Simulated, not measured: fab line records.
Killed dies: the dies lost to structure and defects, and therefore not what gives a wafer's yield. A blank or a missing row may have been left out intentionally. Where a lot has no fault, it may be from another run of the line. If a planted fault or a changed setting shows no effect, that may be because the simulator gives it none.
2 desks looking at one fault	flow berkeley_cmos170	only its own numbers are on each desk; what lay behind them is given at the end

== DESK OF THE TOOL OWNER: lpcvd-01 ==
The tool's own readings at UCB170_CONTACT_CVD_01 (deposits PSG from SiH4/O2/PH3, target thk 700 nm, time 2820 s): means of the sampled wafers that have a number, for each lot that ran on this tool. A lot is out of limits, marked OUT, if its mean lies more than 4 standard deviations from the usual mean; the brackets give that distance.
Columns: A = spike_tc_source_C at UCB170_CONTACT_CVD_01, usual 468 C
lot	first seen here	A
L758	day 9 00:52	466
L760	day 9 13:04	466
L761	day 9 13:04	466
L759	day 9 14:51	466
L762	day 10 02:26	465
This desk's verdict: no lot among the 5 shows anything out of limits.

== THE METROLOGY DESK ==
What the gauges read for every lot (on any tool): the sampled wafers with a number, averaged. A lot is out of limits, marked OUT, if its mean lies more than 4 standard deviations from the usual mean; the brackets give that distance.
Columns: A = cd_nm at UCB170_NSD_CD_MEAS_06, usual 1200.4 nm; B = PLDD_RS at UCB170_SDANNEAL_RS_MEAS_04, usual 1030.8 ohm/sq; C = CONTACT_PSG_THK at UCB170_CONTACT_THK_MEAS_02, usual 704 nm
lot	first seen here	A	B	C
L754	day 7 09:50	1201.3	1027.8	701
L755	day 7 23:33	1200.9	1029.6	707
L758	day 8 22:20	1198.8	1029.9	709
L757	day 8 22:32	1200.9	1031.5	697
L756	day 8 22:49	1201.7	1028.3	705
L760	day 9 08:44	1199.7	1029.5	306 (-80) OUT
L761	day 9 09:14	1202.5	1027.6	311 (-79) OUT
L759	day 9 09:35	1198.3	1028.5	312 (-78) OUT
L763	day 9 23:18	1199.0	1030.9	700
L762	day 9 23:58	1200.4	1029.7	307 (-79) OUT
L765	day 10 10:54	1200.0	1031.5	700
L769	day 11 11:49	1199.1	1026.5	709
L771	day 11 18:14	1199.8	1032.8	705
L773	day 12 03:42	1201.6	1028.8	705
L776	day 12 16:20	1200.2	1031.3	703
L775	day 12 16:39	1201.5	1029.4	704
Finding of this desk: L759, L760, L761, L762 out of limits, first seen on L760 at day 9 14:52 (CONTACT_PSG_THK at UCB170_CONTACT_THK_MEAS_02). L754, L755, L758, L757, L756, L763, L765, L769, L771, L773, L776, L775 stayed within limits.

== ALL TOGETHER ==
On L759, L760, L761, L762, the metrology desk was in a position to raise an alarm at day 9 14:52.
The desk of the tool owner found nothing out of limits.
Tool owner's desk: L759, L760, L761, L762 on record, inside its limits.
Of the lots named, all ran UCB170_CONTACT_CVD_01 on lpcvd-01.

== WHAT THE SIMULATOR PUT IN ==
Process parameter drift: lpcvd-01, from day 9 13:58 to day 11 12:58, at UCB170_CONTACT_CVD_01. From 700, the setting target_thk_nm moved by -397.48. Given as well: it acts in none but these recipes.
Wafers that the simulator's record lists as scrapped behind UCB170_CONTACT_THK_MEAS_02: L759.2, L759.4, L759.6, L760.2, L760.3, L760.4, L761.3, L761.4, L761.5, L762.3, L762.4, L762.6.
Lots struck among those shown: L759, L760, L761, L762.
Time in hours between the start of the fault and the first out-of-limits reading at each desk: metrology desk, 1.
